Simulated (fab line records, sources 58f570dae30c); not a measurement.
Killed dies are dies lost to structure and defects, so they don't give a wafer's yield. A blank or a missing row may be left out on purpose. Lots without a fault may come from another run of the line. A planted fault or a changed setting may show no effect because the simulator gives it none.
Which tool did it? | flow berkeley_cmos170 | 14 lots, 42 wafers sampled, at 5 steps of a route of 331

WHAT THE GAUGES READ, wafer by wafer
UCB170_CONTACT_CD_MEAS_90: target cd 700 nm.
lot  | measured     | on        | cd_nm (nm)
L388 | day 8 18:12  | cd_sem-01 | 698.3 699.1 699.6
L391 | day 8 16:33  | cd_sem-02 | 700.7 701.6 701.9
L392 | day 9 09:27  | cd_sem-01 | 701.1 699.6 700.0
L396 | day 9 10:01  | cd_sem-02 | 701.2 699.8 700.7
L395 | day 9 13:00  | cd_sem-01 | 701.6 701.9 701.4
L398 | day 10 02:57 | cd_sem-01 | 699.4 698.4 699.8
L399 | day 10 00:19 | cd_sem-01 | 700.6 698.3 699.8
L400 | day 10 09:49 | cd_sem-02 | 702.9 703.6 702.2
L403 | day 10 12:07 | cd_sem-01 | 698.7 700.5 700.1
L402 | day 10 12:04 | cd_sem-02 | 698.3 698.7 699.6
L406 | day 11 19:03 | cd_sem-01 | 698.5 697.7 699.3
L404 | day 11 18:53 | cd_sem-01 | 699.3 698.5 700.5
L407 | day 11 19:20 | cd_sem-01 | 702.7 702.7 704.3
L411 | day 12 10:46 | cd_sem-02 | 700.7 698.7 700.6

UCB170_M1_THK_MEAS_02: measures by xrf.
lot  | measured     | on            | M1_AL_THK (nm)
L388 | day 8 18:39  | film_metro-03 | 615 619 617
L391 | day 8 17:01  | film_metro-03 | 600 607 607
L392 | day 9 09:55  | film_metro-01 | 603 607 606
L396 | day 9 10:30  | film_metro-01 | 605 606 606
L395 | day 9 13:38  | film_metro-04 | 620 613 603
L398 | day 10 03:23 | film_metro-04 | 616 614 618
L399 | day 10 00:45 | film_metro-01 | 611 609 609
L400 | day 10 10:17 | film_metro-03 | 627 618 621
L403 | day 10 13:55 | film_metro-03 | 609 612 617
L402 | day 10 13:55 | film_metro-04 | 606 603 609
L406 | day 11 19:32 | film_metro-04 | 613 613 614
L404 | day 11 19:20 | film_metro-01 | 604 614 608
L407 | day 11 19:49 | film_metro-03 | 600 599 600
L411 | day 12 11:14 | film_metro-01 | 607 615 599

WHICH TOOL RAN EACH LOT (tool, then ch and the chambers of the sampled wafers, then the start)
lot  | UCB170_PFIELD_COAT_01            | UCB170_PFIELD_STRIP_08              | UCB170_SILICIDE_SPUTTER_01
L388 | litho_track-04 ch 0, day 5 12:03 | plasma_asher-03 ch 0,1, day 5 14:10 | pvd_sputter-02, day 8 11:25
L391 | litho_track-02 ch 0, day 5 12:05 | plasma_asher-02 ch 0,1, day 5 14:11 | pvd_sputter-03, day 8 11:04
L392 | litho_track-01 ch 0, day 5 21:07 | plasma_asher-03 ch 0,1, day 6 02:31 | pvd_sputter-02, day 9 03:18
L396 | litho_track-02 ch 0, day 6 10:31 | plasma_asher-02 ch 0,1, day 6 11:24 | pvd_sputter-01, day 9 04:17
L395 | litho_track-01 ch 0, day 6 11:01 | plasma_asher-01 ch 0,1, day 6 12:00 | pvd_sputter-02, day 9 04:53
L398 | litho_track-02 ch 0, day 6 21:00 | plasma_asher-02 ch 0,1, day 6 22:10 | pvd_sputter-02, day 9 19:56
L399 | litho_track-02 ch 0, day 6 21:27 | plasma_asher-03 ch 0,1, day 6 22:53 | pvd_sputter-03, day 9 19:24
L400 | litho_track-02 ch 0, day 7 13:25 | plasma_asher-03 ch 0,1, day 7 15:07 | pvd_sputter-02, day 10 05:22
L403 | litho_track-01 ch 0, day 7 13:36 | plasma_asher-02 ch 0,1, day 7 15:21 | pvd_sputter-01, day 10 05:29
L402 | litho_track-02 ch 0, day 7 13:50 | plasma_asher-03 ch 0,1, day 7 15:23 | pvd_sputter-03, day 10 05:50
L406 | litho_track-02 ch 0, day 8 11:27 | plasma_asher-02 ch 0, day 8 13:10   | pvd_sputter-02, day 11 13:21
L404 | litho_track-04 ch 0, day 8 11:31 | plasma_asher-02 ch 0, day 8 13:19   | pvd_sputter-01, day 11 12:45
L407 | litho_track-04 ch 0, day 8 17:11 | plasma_asher-01 ch 0,1, day 8 18:28 | pvd_sputter-03, day 11 13:10
L411 | litho_track-04 ch 0, day 9 07:19 | plasma_asher-03 ch 0,1, day 9 08:31 | pvd_sputter-02, day 12 05:26
- UCB170_PFIELD_COAT_01: resist thk 900 nm.
- UCB170_PFIELD_STRIP_08: strips in O2.
- UCB170_SILICIDE_SPUTTER_01: material Ti, target thk 30 nm, time 25 s.

WHAT THE TOOLS THEMSELVES READ (means of the sampled wafers that have a number; where no wafer has one, the mark that the record gives instead)
UCB170_PFIELD_STRIP_08.
lot  | tool            | drypump_motor_current_A (A) | o2_flow_sccm (sccm) | oes_product_au (a.u.) | strip_time_to_endpoint_s (s)
L388 | plasma_asher-03 | 6.0                         | 399.3               | 0.736                 | 21.53
L391 | plasma_asher-02 | 6.2                         | 400.0               | 0.737                 | 21.69
L392 | plasma_asher-03 | 6.0                         | 400.9               | 0.733                 | 21.54
L396 | plasma_asher-02 | 6.3                         | 399.6               | 0.735                 | 21.60
L395 | plasma_asher-01 | 6.2                         | 399.2               | 0.732                 | 21.52
L398 | plasma_asher-02 | 6.3                         | 399.3               | 0.736                 | 21.64
L399 | plasma_asher-03 | 6.0                         | 399.7               | 0.734                 | 21.57
L400 | plasma_asher-03 | 5.6                         | 400.9               | 0.732                 | 21.62
L403 | plasma_asher-02 | 6.2                         | 400.4               | 0.734                 | 21.67
L402 | plasma_asher-03 | 5.6                         | 399.9               | 0.522                 | 6.73
L406 | plasma_asher-02 | 6.2                         | 399.2               | 0.519                 | 6.74
L404 | plasma_asher-02 | 6.1                         | 401.1               | 0.739                 | 21.58
L407 | plasma_asher-01 | 6.2                         | 398.9               | 0.734                 | 21.56
L411 | plasma_asher-03 | 6.0                         | 400.1               | 0.735                 | 21.60

UCB170_SILICIDE_SPUTTER_01.
lot  | tool           | throttle_valve_pct (%)
L388 | pvd_sputter-02 | 29.4
L391 | pvd_sputter-03 | 30.5
L392 | pvd_sputter-02 | 29.3
L396 | pvd_sputter-01 | 29.8
L395 | pvd_sputter-02 | 29.4
L398 | pvd_sputter-02 | 29.9
L399 | pvd_sputter-03 | 30.3
L400 | pvd_sputter-02 | 29.9
L403 | pvd_sputter-01 | 29.4
L402 | pvd_sputter-03 | 30.0
L406 | pvd_sputter-02 | 29.4
L404 | pvd_sputter-01 | 30.2
L407 | pvd_sputter-03 | 29.9
L411 | pvd_sputter-02 | 29.9

THE ANSWER, worked out from the rows above alone
Rule: what is usual is taken from the lots themselves. Put in order of their means at a reading, lots are off if they are a third of the lots or fewer, leave a main group of 4 or more, and stand apart from it by a gap of 3 or more times the standard deviation of the main group's means; of several such gaps the widest counts. A main group whose means are all the same, to the digits that the tables above print for the reading, isn't used. A lot without any number at a reading at which 4 lots or more have one is off too. The other lots that the step has rows for count as sound. The gauges are gone through in route order, then the tools' own readings, and for those a lot's mean is taken as printed above. The first step at which some lot is off is used, and at that step the reading that is off furthest; a lot without a number counts as furthest.
Off: L402, L406, at UCB170_PFIELD_STRIP_08 (strip_time_to_endpoint_s). The main group: mean 21.59 s, standard deviation 0.052.
A tool fits if, at that step or a process step before it, it ran every lot that is off, and no sound lot after the first of them. One fits: litho_track-02 at UCB170_PFIELD_COAT_01. Its last sound lot is L400 (day 7 13:25), its first lot that is off L402 (day 7 13:50): a fault that began between those two fits.

WHAT THE SIMULATOR HAD PUT IN
Process parameter drift: litho_track-02, from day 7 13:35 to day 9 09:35, at UCB170_PFIELD_COAT_01. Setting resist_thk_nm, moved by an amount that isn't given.
Lots struck among those shown: L402, L406. The rule above found the same.
